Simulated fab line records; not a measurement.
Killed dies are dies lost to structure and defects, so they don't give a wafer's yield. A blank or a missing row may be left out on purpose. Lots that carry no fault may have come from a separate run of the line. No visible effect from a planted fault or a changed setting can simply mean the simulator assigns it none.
A lot that was struck, set against a sound lot / flow berkeley-cmos170 / 16 out of 331 route steps
Sound: wafers L352.4, L352.5, L352.6. Struck: wafers L360.2, L360.4. (L360.3 of the same lot was not struck and is left out.) The cause comes at the end.
Each step with rows lists, per side, the tool, then ch with its chambers, then its first start. Under that, the readings that differ: sound wafers / struck wafers / difference of the means / sigmas: that difference in standard deviations of wafers without a fault.
alike: same words and numbers on both sides, and readings whose means sit less than 2 such deviations apart. not compared: any withheld reading, any reading some wafer has no value for, any bound like >300 that may hide the same value, and any number with overlapping values for which the record gives no deviation.
The two part at a step that has a row with sigmas, a row that says differs or no value, or rows on one side only. Non-overlapping numbers with no deviation appear without sigmas and do not part them. A reading that every wafer of one side lacks parts them only if that side has two wafers or more.

first, 6 steps without rows for these wafers: UCB170_M2_COAT_09; UCB170_M2_COAT_10 (resist thk 900 nm); UCB170_M2_SOFTBAKE_11 (time 60 s); UCB170_M2_EXPOSE_12 (exposes mask METAL2, target cd 700 nm); UCB170_M2_PEB_13; UCB170_M2_DEVELOP_14 (develop time 45 s).
UCB170_M2_CD_MEAS_15: the cd target is 700 nm.
  sound on cd-sem-01 at day 7 21:08; struck on cd-sem-01 at day 9 05:25
  alike: cd-nm
UCB170_M2_OVL_MEAS_16:
  sound on overlay-02 at day 7 21:12; struck on overlay-01 at day 9 05:31
  alike: M2_OVL
UCB170_M2_ETCH_17: etches BARC in N2/H2.
  sound on rie-diel-03 ch 1,2,3, day 7 21:14; struck on rie-diel-01 ch 1,3, day 9 05:33
  alike: drypump-motor-current-A, n2-flow-sccm, oes-product-au, throttle-valve-pct
UCB170_M2_METAL_ETCH_18: etches Al in Cl2/BCl3, stops on SiO2, target depth 1170 nm, time 195 s.
  sound on rie-metal-03 ch 0,1, day 7 21:20; struck on rie-metal-01 ch 0,1, day 9 05:35
  alike: drypump-motor-current-A, oes-product-au, throttle-valve-pct
  not compared: rf-hours-counter-h
UCB170_M2_STRIP_19: strips in O2.
  sound on plasma-asher-04 ch 0,1, day 7 21:29; struck on plasma-asher-03 ch 0, day 9 05:47
  alike: drypump-motor-current-A, oes-product-au
  not compared: rf-hours-counter-h
UCB170_M2_CD_MEAS_90: the cd target is 700 nm.
  sound on cd-sem-02 at day 7 21:37; struck on cd-sem-01 at day 9 05:54
  alike: cd-nm
UCB170_V2_CVD_00: deposits SiO2 from TEOS/O2, target thk 2000 nm, time 250 s.
  sound on pecvd-03 ch 0,1,2, day 7 21:45; struck on pecvd-03 ch 0, day 9 06:00
reading=rf-fwd-power-W (W); sound=548.3 548.3 546.5; struck=328.7 329.3; difference=-218.7; sigmas=-99 or more
reading=model.SiO2_of_V2_CVD_00.thk-nm (nm); sound=2021 2000 2048; struck=1727 1752; difference=-284; sigmas=
  alike: heater-power-w
UCB170_V2_THK_MEAS_01:
  sound on film-metro-01 at day 7 21:52; struck on film-metro-02 at day 9 06:10
reading=V2_TEOS_THK (nm); sound=2020 1999 2048; struck=1727 1752; difference=-283; sigmas=-11
UCB170_V2_CMP_02: polishes SiO2.
  sound on cmp-02 ch 0,1,3, day 7 22:02; struck on cmp-01 ch 1,3, day 9 06:13
  alike: motor-current-A, slurry-filter-dp-kPa
following that, these wafers have no rows for 1 step: UCB170_M3_PROBE_99.

WHERE THEY PART
Last at UCB170_V2_THK_MEAS_01 as far as this record goes, first at UCB170_V2_CVD_00. Later steps at which nothing parts them and some readings are alike: UCB170_V2_CMP_02.

WHY: what had been put in by the simulator
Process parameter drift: pecvd-03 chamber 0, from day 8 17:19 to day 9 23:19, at UCB170_V2_CVD_00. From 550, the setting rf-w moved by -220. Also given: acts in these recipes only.
